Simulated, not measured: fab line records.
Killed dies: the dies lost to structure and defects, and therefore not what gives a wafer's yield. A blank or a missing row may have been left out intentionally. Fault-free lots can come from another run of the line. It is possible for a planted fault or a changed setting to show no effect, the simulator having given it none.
fab line records -- flow rit-cmos
record lots=6, wafers=18, last-day=7
route steps=202 shown M1@186
lots untouched by any fault: they come from a run of this same line in which no faults occurred
start-h: start of the lot's first displayed wafer, in hours after the record's first day -- wait-h: hours elapsed since this lot's preceding step -- " the same as in the row above -- L1.1+2: one row covering several wafers at once -- - no value, or no start given -- * or withheld: withheld -- < > ~ a bound
route shown NAME@n: names a module that has steps shown in the file, with the first one's number in the route -- usual: the fault-free wafers' mean and standard deviation -- same: alike in all rows -- chamber/n: place in a boat -- sites: each site's reading -- _std_site: standard deviation across them -- _edge_site: outer sites' mean less inner sites' -- radius-mm: how far each site lies from the wafer's centre -- mask NAME#n: copy n -- behind: the tool/chamber that last shaped the wafer -- hold: reason for holding the lot/hours on hold/outcome of the hold -- device: transistor that didn't switch, given as n, p or np -- end of line: the same wafers' tests at the end of the route -- a step without rows: its recipe alone -- killed: not the wafer's yield, but the dies lost to structure and defects at the first sort -- map: dies across one wafer; x = killed, . = not, _ = none there
set.NAME: the setting as run; set.NAME@STEP: as run at that earlier step -- model.NAME: the simulator's own value behind a step, which no gauge read
certain route steps with their lots: each step a table, each wafer a row
services: a tool's chamber out of use, with start hour (start-h, from the record's first day; less than 0 if before it), hours out, and reason
## steps
# step RIT_M1_THK_MEAS_02
# recipe thk-meas-gauge=xrf, reads=Al_of_M1_SPUTTER_00
# usual M1_AL_THK=409/3.7
lot.wafer,tool,chamber,start-h,wait-h,M1_AL_THK[nm]
L623.2,film-metro-04,-,70.14,0.1,415
L623.4,film-metro-04,-,70.14,0.1,410
L623.5,film-metro-04,-,70.14,0.1,406
L629.1,film-metro-03,-,94.29,0.1,407
L629.2,film-metro-03,-,94.29,0.1,408
L629.3,film-metro-03,-,94.29,0.1,409
L631.2,film-metro-03,-,103.80,0.1,407
L631.3,film-metro-03,-,103.80,0.1,408
L631.5,film-metro-03,-,103.80,0.1,412
L635.3,film-metro-03,-,123.35,0.1,411
L635.5,film-metro-03,-,123.35,0.1,411
L635.6,film-metro-03,-,123.35,0.1,407
L639.1,film-metro-04,-,141.44,0.1,412
L639.3,film-metro-04,-,141.44,0.1,411
L639.5,film-metro-04,-,141.44,0.1,408
L642.1,film-metro-04,-,154.98,0.1,410
L642.2,film-metro-04,-,154.98,0.1,410
L642.5,film-metro-04,-,154.98,0.1,413
# step RIT_M1_HMDS_03
# recipe prime-time-s=60, prime-temp-c=140
# step RIT_M1_COAT_04
# recipe resist=NOVOLAK, spin-rpm=2000, resist-thk-nm=1300
# step RIT_M1_SOFTBAKE_05
# recipe resist=NOVOLAK, temp-c=90, time-s=60
# step RIT_M1_EXPOSE_06
# recipe mask-id=M12, na=0.6, source-shape=conventional, sigma-outer=0.5, target-cd-nm=2600, dose-mj=250
# step RIT_M1_PEB_07
# recipe resist=NOVOLAK, temp-c=withheld, time-s=withheld
# step RIT_M1_DEVELOP_08
# recipe resist=NOVOLAK, develop-time-s=68, dev-temp-c=23
# step RIT_M1_CD_MEAS_09
# recipe target-cd-nm=2600
# usual cd-nm=2600.7/2.2
lot.wafer,tool,chamber,start-h,wait-h,cd-nm
L623.2,cd-sem-01,-,71.33,-,2598.1
L623.4,cd-sem-01,-,71.33,-,2599.1
L623.5,cd-sem-01,-,71.33,-,2598.7
L629.1,cd-sem-02,-,95.23,-,2603.1
L629.2,cd-sem-02,-,95.23,-,2600.7
L629.3,cd-sem-02,-,95.23,-,2599.7
L631.2,cd-sem-02,-,104.94,-,2600.4
L631.3,cd-sem-02,-,104.94,-,2603.2
L631.5,cd-sem-02,-,104.94,-,2600.3
L635.3,cd-sem-01,-,124.39,-,2602.8
L635.5,cd-sem-01,-,124.39,-,2604.0
L635.6,cd-sem-01,-,124.39,-,2607.2
L639.1,cd-sem-01,-,142.38,-,2604.6
L639.3,cd-sem-01,-,142.38,-,2602.6
L639.5,cd-sem-01,-,142.38,-,2602.8
L642.1,cd-sem-01,-,155.92,-,2602.6
L642.2,cd-sem-01,-,155.92,-,2602.0
L642.5,cd-sem-01,-,155.92,-,2602.5
# step RIT_M1_OVL_MEAS_10
# usual M1_OVL=1.2/1.8
lot.wafer,tool,chamber,start-h,wait-h,M1_OVL[nm]
L623.2,overlay-02,-,71.44,0.1,3.9
L623.4,overlay-02,-,71.44,0.1,2.9
L623.5,overlay-02,-,71.44,0.1,2.1
L629.1,overlay-01,-,95.35,0.1,2.9
L629.2,overlay-01,-,95.35,0.1,3.7
L629.3,overlay-01,-,95.35,0.1,1.8
L631.2,overlay-01,-,105.04,0.1,0.8
L631.3,overlay-01,-,105.04,0.1,-1.9
L631.5,overlay-01,-,105.04,0.1,0.6
L635.3,overlay-01,-,124.49,0.1,-0.3
L635.5,overlay-01,-,124.49,0.1,0.6
L635.6,overlay-01,-,124.49,0.1,-0.4
L639.1,overlay-01,-,142.50,0.1,-0.6
L639.3,overlay-01,-,142.50,0.1,1.8
L639.5,overlay-01,-,142.50,0.1,-0.3
L642.1,overlay-01,-,156.04,0.1,1.3
L642.2,overlay-01,-,156.04,0.1,0.7
L642.5,overlay-01,-,156.04,0.1,0.3
# step RIT_M1_HARDBAKE_11
# recipe resist=NOVOLAK, temp-c=139.4, time-s=120
# step RIT_M1_METAL_ETCH_12
# recipe stop-on=SiO2, chemistry=Cl2/BCl3, target=Al, time-s=165, over-etch-frac=0.5, pressure-mtorr=100, target-depth-a=6000, rf-w=250, Cl2_flow_sccm=60, bcl3-flow-sccm=50
# usual drypump-motor-current-A=5.9/0.6, oes-product-au=0.790/0.017, throttle-valve-pct=8.29/0.13
# same over-etch-frac=0.5
lot.wafer,tool,chamber,start-h,wait-h,drypump-motor-current-A,oes-product-au,rf-hours-counter-h,throttle-valve-pct
L623.2,rie-metal-04,1,71.72,0.2,5.9,0.768,32,8.33
L623.4,rie-metal-04,1,71.72,0.2,5.8,0.770,-,8.34
L623.5,rie-metal-04,1,71.72,0.2,5.9,0.760,-,8.32
L629.1,rie-metal-04,1,95.63,0.2,5.9,0.769,32,8.31
L629.2,rie-metal-04,0,95.63,0.2,6.0,0.778,35,8.38
L629.3,rie-metal-04,0,95.63,0.2,6.0,0.780,-,8.39
L631.2,rie-metal-02,1,105.32,0.2,5.9,0.803,1,8.05
L631.3,rie-metal-02,0,105.32,0.2,4.8,0.782,-,8.40
L631.5,rie-metal-02,0,105.32,0.2,4.8,0.782,-,8.39
L635.3,rie-metal-04,1,124.81,0.2,5.9,0.768,-,8.33
L635.5,rie-metal-04,1,124.81,0.2,5.9,0.761,-,8.34
L635.6,rie-metal-04,0,124.81,0.2,6.0,0.778,-,8.37
L639.1,rie-metal-02,0,142.79,0.2,4.8,0.781,2,8.40
L639.3,rie-metal-02,1,142.79,0.2,6.0,0.797,-,8.06
L639.5,rie-metal-02,1,142.79,0.2,5.9,0.794,-,8.04
L642.1,rie-metal-04,0,156.32,0.2,6.0,0.809,0,8.37
L642.2,rie-metal-04,1,156.32,0.2,5.9,0.806,0,8.34
L642.5,rie-metal-04,1,156.32,0.2,5.9,0.822,-,8.32
# step RIT_M1_STRIP_13
# recipe chemistry=nmp, resist=NOVOLAK, temp-c=80, time-s=600, dry=n2-spin
# step RIT_M1_STRIP_14
# recipe chemistry=O2, time-s=180, platen-temp-c=withheld, power-w=500, pressure-mtorr=4000, o2-flow-sccm=4000
# usual drypump-motor-current-A=5.5/0.36, rf-refl-power-W=6.6/0.82
lot.wafer,tool,chamber,start-h,wait-h,drypump-motor-current-A,rf-hours-counter-h,rf-refl-power-W
L623.2,plasma-asher-03,0,72.13,0.0,5.4,42,6.0
L623.4,plasma-asher-03,1,72.13,0.0,6.0,-,7.7
L623.5,plasma-asher-03,0,72.13,0.0,5.5,-,6.0
L629.1,plasma-asher-04,0,95.97,0.0,5.8,32,7.5
L629.2,plasma-asher-04,1,95.97,0.0,5.3,32,6.0
L629.3,plasma-asher-04,1,95.97,0.0,5.2,-,6.0
L631.2,plasma-asher-04,1,105.66,0.0,5.2,33,5.8
L631.3,plasma-asher-04,1,105.66,0.0,5.2,-,6.0
L631.5,plasma-asher-04,0,105.66,0.0,5.7,-,7.9
L635.3,plasma-asher-04,0,125.16,0.1,5.8,-,7.7
L635.5,plasma-asher-04,0,125.16,0.1,5.7,-,7.7
L635.6,plasma-asher-04,1,125.16,0.1,5.2,-,5.9
L639.1,plasma-asher-03,0,143.13,0.0,5.5,50,6.0
L639.3,plasma-asher-03,0,143.13,0.0,5.5,-,6.1
L639.5,plasma-asher-03,0,143.13,0.0,5.5,-,6.0
L642.1,plasma-asher-03,0,156.66,0.0,5.4,51,5.8
L642.2,plasma-asher-03,1,156.66,0.0,6.0,51,8.0
L642.5,plasma-asher-03,0,156.66,0.0,5.5,-,5.9
# step RIT_M1_CD_MEAS_90
# recipe target-cd-nm=2600
# usual cd-nm=2600.9/2.4
lot.wafer,tool,chamber,start-h,wait-h,cd-nm
L623.2,cd-sem-02,-,72.32,0.1,2598.4
L623.4,cd-sem-02,-,72.32,0.1,2599.7
L623.5,cd-sem-02,-,72.32,0.1,2598.5
L629.1,cd-sem-02,-,96.14,0.1,2601.8
L629.2,cd-sem-02,-,96.14,0.1,2601.0
L629.3,cd-sem-02,-,96.14,0.1,2598.6
L631.2,cd-sem-02,-,105.86,0.1,2601.7
L631.3,cd-sem-02,-,105.86,0.1,2600.2
L631.5,cd-sem-02,-,105.86,0.1,2600.1
L635.3,cd-sem-02,-,125.31,0.1,2604.8
L635.5,cd-sem-02,-,125.31,0.1,2604.6
L635.6,cd-sem-02,-,125.31,0.1,2608.7
L639.1,cd-sem-01,-,143.30,0.1,2605.5
L639.3,cd-sem-01,-,143.30,0.1,2603.2
L639.5,cd-sem-01,-,143.30,0.1,2603.9
L642.1,cd-sem-01,-,156.84,0.1,2602.8
L642.2,cd-sem-01,-,156.84,0.1,2602.7
L642.5,cd-sem-01,-,156.84,0.1,2602.3
# step RIT_M1_ANNEAL_15
# recipe temp-c=450, time-s=1800, ambient=forming_gas_H2N2
# step RIT_M1_BOW_MEAS_16
# recipe mode=bow
# usual M1_BOW=16/6.6
lot.wafer,tool,chamber,start-h,wait-h,M1_BOW[um]
L623.2,film-metro-03,-,73.94,0.0,13
L623.4,film-metro-03,-,73.94,0.0,16
L623.5,film-metro-03,-,73.94,0.0,21
L629.1,film-metro-02,-,97.76,0.0,19
L629.2,film-metro-02,-,97.76,0.0,23
L629.3,film-metro-02,-,97.76,0.0,12
L631.2,film-metro-04,-,107.48,0.0,23
L631.3,film-metro-04,-,107.48,0.0,20
L631.5,film-metro-04,-,107.48,0.0,31
L635.3,film-metro-03,-,126.99,0.0,9
L635.5,film-metro-03,-,126.99,0.0,16
L635.6,film-metro-03,-,126.99,0.0,17
L639.1,film-metro-04,-,144.92,0.0,14
L639.3,film-metro-04,-,144.92,0.0,28
L639.5,film-metro-04,-,144.92,0.0,15
L642.1,film-metro-04,-,158.46,0.0,23
L642.2,film-metro-04,-,158.46,0.0,11
L642.5,film-metro-04,-,158.46,0.0,23
# step RIT_M1_PROBE_99
# usual defect-limited-yield=97.2/1.3, killed_at_M0_to_M3=0.0/0.083, killed-at-contacts=0.1/0.27, killed-at-front-end=7/3.3, killed-dies=7/3.3, killed-on-rim=2.0/1.5, killed-open=3.5/2, killed-short=3.8/2.2, sort_bin_3_pad_short=0.2/0.27, sort_bin_5_function=1.6/0.86, sort_bin_6_memory=1.1/0.66, sort-n-pass=257/3.3, sort-yield-pct=97.2/1.3
# same gross-dies=264, killed_at_M4_up=0, killed-at-back-side=0, killed-at-other=0
lot.wafer,tool,chamber,start-h,wait-h,defect-limited-yield[%],killed_at_M0_to_M3,killed-at-contacts,killed-at-front-end,killed-dies,killed-on-rim,killed-open,killed-short,sort_bin_3_pad_short[%],sort_bin_5_function[%],sort_bin_6_memory[%],sort-n-pass,sort-yield-pct[%],model.etest.tester.sort-n-pass,model.etest.tester.sort-yield-pct,model.etest.tester.sort_bin_5_pct,model.etest.tester.sort_bin_3_pct
L623.2,prober-01,-,74.09,0.1,96.6,0,0,9,9,2,5,4,0,3.0,0.4,255,96.6,255,96.59,3.03,0
L623.4,prober-01,-,74.19,0.2,98.9,0,0,3,3,1,1,2,0,1.1,0,261,98.9,261,98.86,1.136,0
L623.5,prober-01,-,74.24,0.2,96.2,0,1,9,10,5,5,4,0.4,2.7,0.8,254,96.2,254,96.21,2.652,0.3788
L629.1,prober-01,-,97.88,0.1,98.5,0,0,4,4,0,2,2,0,0.4,1.1,260,98.5,260,98.48,0.3788,0
L629.2,prober-01,-,97.93,0.1,98.9,0,0,3,3,0,1,2,0,0.8,0.4,261,98.9,261,98.86,0.7576,0
L629.3,prober-01,-,97.98,0.2,97.7,0,0,6,6,1,2,4,0.8,0.8,0.8,258,97.7,258,97.73,0.7576,0.7576
L631.2,prober-01,-,107.63,0.1,91.7,16,0,6,22,8,3,3,2.3,4.2,1.9,242,91.7,242,91.67,4.167,2.273
L631.3,prober-01,-,107.68,0.2,92.0,17,0,4,21,10,1,3,2.3,4.5,1.1,243,92.0,243,92.05,4.545,2.273
L631.5,prober-01,-,107.78,0.2,96.6,0,1,8,9,4,5,4,0.4,2.3,0.8,255,96.6,255,96.59,2.273,0.3788
L635.3,prober-01,-,127.17,0.2,98.9,0,0,3,3,1,2,1,0,0.8,0.4,261,98.9,261,98.86,0.7576,0
L635.5,prober-01,-,127.27,0.2,98.5,0,0,4,4,1,3,1,0,1.1,0.4,260,98.5,260,98.48,1.136,0
L635.6,prober-01,-,127.32,0.2,91.3,13,0,10,23,11,4,6,2.3,4.5,1.9,241,91.3,241,91.29,4.545,2.273
L639.1,prober-01,-,145.04,0.1,95.1,0,0,13,13,4,5,8,0,3.0,1.9,251,95.1,251,95.08,3.03,0
L639.3,prober-01,-,145.14,0.2,97.7,0,0,6,6,3,4,2,0,1.5,0.8,258,97.7,258,97.73,1.515,0
L639.5,prober-01,-,145.24,0.2,99.6,0,0,1,1,0,1,0,0,0,0.4,263,99.6,263,99.62,0,0
L642.1,prober-02,-,158.58,0.1,98.5,0,0,4,4,0,0,4,0,0.8,0.8,260,98.5,260,98.48,0.7576,0
L642.2,prober-02,-,158.63,0.1,97.7,0,0,6,6,0,1,5,0.4,0.8,1.1,258,97.7,258,97.73,0.7576,0.3788
L642.5,prober-02,-,158.78,0.2,96.6,0,0,9,9,4,3,6,0,2.3,1.1,255,96.6,255,96.59,2.273,0
# killed by level:class
L623.2 GATE:geometric-particle:open=2 SILICIDE:geometric-particle:short=2 FOX1:geometric-particle:open=1 GATE:geometric-particle:short=1 REOX:geometric-particle:short=1 SPACER:geometric-particle:open=1 SILICIDE:geometric-particle:open=1
L623.4 FOX1:geometric-particle:short=1 GATE:geometric-particle:open=1 REOX:geometric-particle:short=1
L623.5 FOX1:geometric-particle:short=2 GATE:geometric-particle:open=2 FOX1:geometric-particle:open=1 REOX:geometric-particle:short=1 REOX:geometric-particle:open=1 SILICIDE:geometric-particle:open=1 CONTACT:geometric-particle:short=1 GATE:coat-microbubble-printed=1
L629.1 FOX1:geometric-particle:short=1 GATE:geometric-particle:open=1 SPACER:geometric-particle:open=1 SPACER:geometric-particle:short=1
L629.2 FOX1:geometric-particle:short=1 GATE:geometric-particle:open=1 REOX:geometric-particle:short=1
L629.3 FOX1:geometric-particle:short=1 FOX2:geometric-particle:short=1 GATE:geometric-particle:open=1 REOX:geometric-particle:open=1 SPACER:geometric-particle:short=1 SILICIDE:geometric-particle:short=1
L631.2 M1:unspecified=16 FOX1:geometric-particle:short=1 FOX1:geometric-particle:open=1 FOX2:geometric-particle:open=1 GATE:geometric-particle:short=1 SPACER:geometric-particle:open=1 SILICIDE:geometric-particle:short=1
L631.3 M1:unspecified=17 FOX2:geometric-particle:short=2 SPACER:geometric-particle:short=1 SILICIDE:geometric-particle:open=1
L631.5 FOX1:geometric-particle:open=2 FOX1:geometric-particle:short=1 GATE:geometric-particle:open=1 GATE:geometric-particle:short=1 REOX:geometric-particle:short=1 REOX:geometric-particle:open=1 SPACER:geometric-particle:open=1 CONTACT:geometric-particle:short=1
L635.3 GATE:geometric-particle:open=1 GATE:geometric-particle:short=1 SPACER:geometric-particle:open=1
L635.5 GATE:geometric-particle:open=2 SPACER:geometric-particle:open=1 SILICIDE:geometric-particle:short=1
L635.6 M1:unspecified=13 SILICIDE:geometric-particle:short=3 FOX1:geometric-particle:short=2 GATE:geometric-particle:open=2 FOX2:geometric-particle:open=1 GATE:geometric-particle:short=1 SILICIDE:geometric-particle:open=1
L639.1 FOX1:geometric-particle:open=3 FOX1:geometric-particle:short=3 GATE:geometric-particle:short=2 SILICIDE:geometric-particle:short=2 FOX2:geometric-particle:open=1 REOX:geometric-particle:short=1 SPACER:geometric-particle:open=1
L639.3 FOX1:geometric-particle:open=3 FOX1:geometric-particle:short=1 SPACER:geometric-particle:open=1 SILICIDE:geometric-particle:short=1
L639.5 FOX1:geometric-particle:open=1
L642.1 SPACER:geometric-particle:short=2 GATE:geometric-particle:short=1 REOX:geometric-particle:short=1
L642.2 REOX:geometric-particle:short=3 FOX2:geometric-particle:short=1 GATE:geometric-particle:open=1 SILICIDE:geometric-particle:short=1
L642.5 FOX2:geometric-particle:short=2 SPACER:geometric-particle:short=2 FOX2:geometric-particle:open=1 GATE:geometric-particle:open=1 REOX:geometric-particle:short=1 SPACER:geometric-particle:open=1 SILICIDE:geometric-particle:short=1
# map L631.2 (x killed, . not)
________......._______
_____.............____
____...............___
___.................__
__................x.._
__..................x_
_..................xxx
_.........x......x..xx
_.................xxxx
_..................xxx
__.................xx_
__...x......x.x......_
___...........x.....__
____...............___
_____.............____
________......._______
# map L635.6 (x killed, . not)
________....x.._______
_____.............____
____...............___
___.................__
__......x............_
__................x.._
_....x.............xxx
_...........x......xxx
_x.................xxx
_.................xxxx
__x.................x_
__..................._
___.............x...__
____...............___
_____...x.........____
________......._______
## services
tool,chamber,start-h,hours,kind
plasma-asher-03,-,78.11,4.9,repair
rie-metal-04,-,136.12,20.0,pm
rie-metal-04,0,136.12,20.0,vent-cycle
rie-metal-04,1,136.12,20.0,vent-cycle
rie-metal-04,0,156.12,-,clean
rie-metal-04,1,156.12,-,clean
## key
first-sign step=RIT_M1_PROBE_99, reading=killed_at_M0_to_M3, direction=up, sigmas=15, usual=0.0, struck=15.3
effect step=RIT_M1_PROBE_99, reading=sort_bin_3_pad_short, direction=up, sigmas=5.6, usual=0.2, struck=2.3
model-effect step=RIT_M1_PROBE_99, value=etest.tester.sort-n-pass, without=257.3, struck=242
met-at RIT_M1_STRIP_14
struck-wafers L631.2,L631.3,L635.6
onset-between 95.97 105.66
fault kind=chamber-particle-source, tool=plasma-asher-04, chamber=1, onset-h=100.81, steps=RIT_M1_STRIP_14, rate-per-visit-cm2=1.9409, end-h=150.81
